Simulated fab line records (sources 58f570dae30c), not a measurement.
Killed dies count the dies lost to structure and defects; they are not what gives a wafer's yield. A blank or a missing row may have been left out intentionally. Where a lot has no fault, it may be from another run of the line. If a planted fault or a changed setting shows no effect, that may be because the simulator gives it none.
Which tool was responsible? / flow berkeley_cmos170 / 18 wafers from 6 lots sampled at 3 of the route's 331 steps

WHAT EACH GAUGE READ, for each wafer
UCB170_SDANNEAL_RS_MEAS_02: a four-point-probe measurement.
lot=L570; measured=day 7 05:57; on=film_metro-03; PSD_RS (ohm/sq)=75.22 75.21 75.20
lot=L573; measured=day 7 08:49; on=film_metro-02; PSD_RS (ohm/sq)=75.00 75.33 75.24
lot=L574; measured=day 7 21:59; on=film_metro-01; PSD_RS (ohm/sq)=75.67 75.02 75.86
lot=L584; measured=day 9 15:04; on=film_metro-03; PSD_RS (ohm/sq)=73.96 73.89 74.02 73.96 73.88 74.11
lot=L589; measured=day 10 05:10; on=film_metro-02; PSD_RS (ohm/sq)=75.88 75.84 75.92
lot=L588; measured=day 10 08:28; on=film_metro-01; PSD_RS (ohm/sq)=75.72 75.98 75.40

WHAT TOOL EACH LOT RAN ON (gives the tool, then ch and the chambers of the sampled wafers, and finally the start)
lot=L570; UCB170_NLDD_STRIP_10=plasma_asher-04 ch 0,1, day 6 20:45; UCB170_PSD_IMPLANT_08=implanter-02 ch 0, day 7 01:38
lot=L573; UCB170_NLDD_STRIP_10=plasma_asher-03 ch 0,1, day 7 00:14; UCB170_PSD_IMPLANT_08=implanter-01 ch 0, day 7 05:33
lot=L574; UCB170_NLDD_STRIP_10=plasma_asher-03 ch 0,1, day 7 11:26; UCB170_PSD_IMPLANT_08=implanter-02 ch 0, day 7 17:30
lot=L584; UCB170_NLDD_STRIP_10=plasma_asher-04 ch 0,1, day 9 01:45; UCB170_PSD_IMPLANT_08=implanter-02 ch 0, day 9 08:50
lot=L589; UCB170_NLDD_STRIP_10=plasma_asher-02 ch 0,1, day 9 21:22; UCB170_PSD_IMPLANT_08=implanter-01 ch 0, day 10 02:02
lot=L588; UCB170_NLDD_STRIP_10=plasma_asher-04 ch 0,1, day 9 22:26; UCB170_PSD_IMPLANT_08=implanter-03 ch 0, day 10 04:43
- UCB170_NLDD_STRIP_10: strips in O2.
- UCB170_PSD_IMPLANT_08

THE ANSWER, worked out from the rows above alone
Rule: the lots themselves supply what counts as usual. Put in order of their means at a reading, lots are off if they are a third of the lots or fewer, leave a main group of 4 or more, and stand apart from it by a gap of 3 or more times the standard deviation of the main group's means; of several such gaps the widest counts. A main group whose means are all the same, to the digits that the tables above print for the reading, isn't used. A lot without any number at a reading at which 4 lots or more have one is off too. All remaining lots with rows at the step are treated as sound.
Off: L584, seen at UCB170_SDANNEAL_RS_MEAS_02 (PSD_RS). Mean 75.50 ohm/sq and standard deviation 0.27 in the main group.
A tool fits if, at a process step before that reading, it ran every lot that is off, and no sound lot after the first of them. The gauges at UCB170_SDANNEAL_RS_MEAS_02 are tried like those tools. Can't be told from this: 2 tools fit, implanter-02 at UCB170_PSD_IMPLANT_08, film_metro-03 at UCB170_SDANNEAL_RS_MEAS_02.

WHAT THE SIMULATOR HAD INSERTED
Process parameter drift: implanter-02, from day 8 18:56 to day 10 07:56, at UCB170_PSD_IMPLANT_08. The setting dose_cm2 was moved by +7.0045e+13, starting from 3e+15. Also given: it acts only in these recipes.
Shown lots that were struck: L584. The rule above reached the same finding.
